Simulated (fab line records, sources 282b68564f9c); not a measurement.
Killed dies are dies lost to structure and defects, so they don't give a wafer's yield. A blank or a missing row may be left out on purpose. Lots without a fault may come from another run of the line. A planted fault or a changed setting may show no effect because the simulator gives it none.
Which tool did it? | flow rit_cmos | 7 lots, 21 wafers sampled, at 3 steps of a route of 202

WHAT THE GAUGES READ, wafer by wafer
RIT_PRETRO_TW_MEAS_10.
lot  | measured    | on            | PRETRO_TW
L176 | day 2 18:30 | film_metro-02 | 485 481 481
L179 | day 3 05:02 | film_metro-02 | 477 479 477
L181 | day 3 15:10 | film_metro-02 | 475 479 477
L183 | day 3 23:32 | film_metro-02 | 477 479 478
L185 | day 4 09:45 | film_metro-04 | 565 565 566 564 564 566
L190 | day 5 10:10 | film_metro-01 | 570 570 567 570 566 569
L196 | day 6 16:44 | film_metro-04 | 466 467 468

WHICH TOOL RAN EACH LOT (tool, then ch and the chambers of the sampled wafers, then the start)
lot  | RIT_PWELL_STRIP_09                  | RIT_PRETRO_IMPLANT_08
L176 | plasma_asher-03 ch 0,1, day 2 08:52 | implanter-04 ch 0, day 2 18:11
L179 | plasma_asher-03 ch 0,1, day 2 19:52 | implanter-03 ch 0, day 3 04:45
L181 | plasma_asher-04 ch 0,1, day 3 05:05 | implanter-03 ch 0, day 3 14:52
L183 | plasma_asher-04 ch 0,1, day 3 14:49 | implanter-03 ch 0, day 3 23:14
L185 | plasma_asher-04 ch 0,1, day 4 00:49 | implanter-01 ch 0, day 4 09:28
L190 | plasma_asher-04 ch 0,1, day 5 01:21 | implanter-01 ch 0, day 5 09:52
L196 | plasma_asher-03 ch 0,1, day 6 07:26 | implanter-03 ch 0, day 6 16:25
- RIT_PWELL_STRIP_09: strips in O2, time 180 s.
- RIT_PRETRO_IMPLANT_08

THE ANSWER, worked out from the rows above alone
Rule: what is usual is taken from the lots themselves. Put in order of their means at a reading, lots are off if they are a third of the lots or fewer, leave a main group of 4 or more, and stand apart from it by a gap of 3 or more times the standard deviation of the main group's means; of several such gaps the widest counts. A main group whose means are all the same, to the digits that the tables above print for the reading, isn't used. A lot without any number at a reading at which 4 lots or more have one is off too. The other lots that the step has rows for count as sound.
Off: L185, L190, at RIT_PRETRO_TW_MEAS_10 (PRETRO_TW). The main group: mean 476, standard deviation 5.1.
A tool fits if, at a process step before that reading, it ran every lot that is off, and no sound lot after the first of them. The gauges at RIT_PRETRO_TW_MEAS_10 are tried like those tools. Can't be told from this: 2 tools fit, plasma_asher-04 at RIT_PWELL_STRIP_09, implanter-01 at RIT_PRETRO_IMPLANT_08.

WHAT THE SIMULATOR HAD PUT IN
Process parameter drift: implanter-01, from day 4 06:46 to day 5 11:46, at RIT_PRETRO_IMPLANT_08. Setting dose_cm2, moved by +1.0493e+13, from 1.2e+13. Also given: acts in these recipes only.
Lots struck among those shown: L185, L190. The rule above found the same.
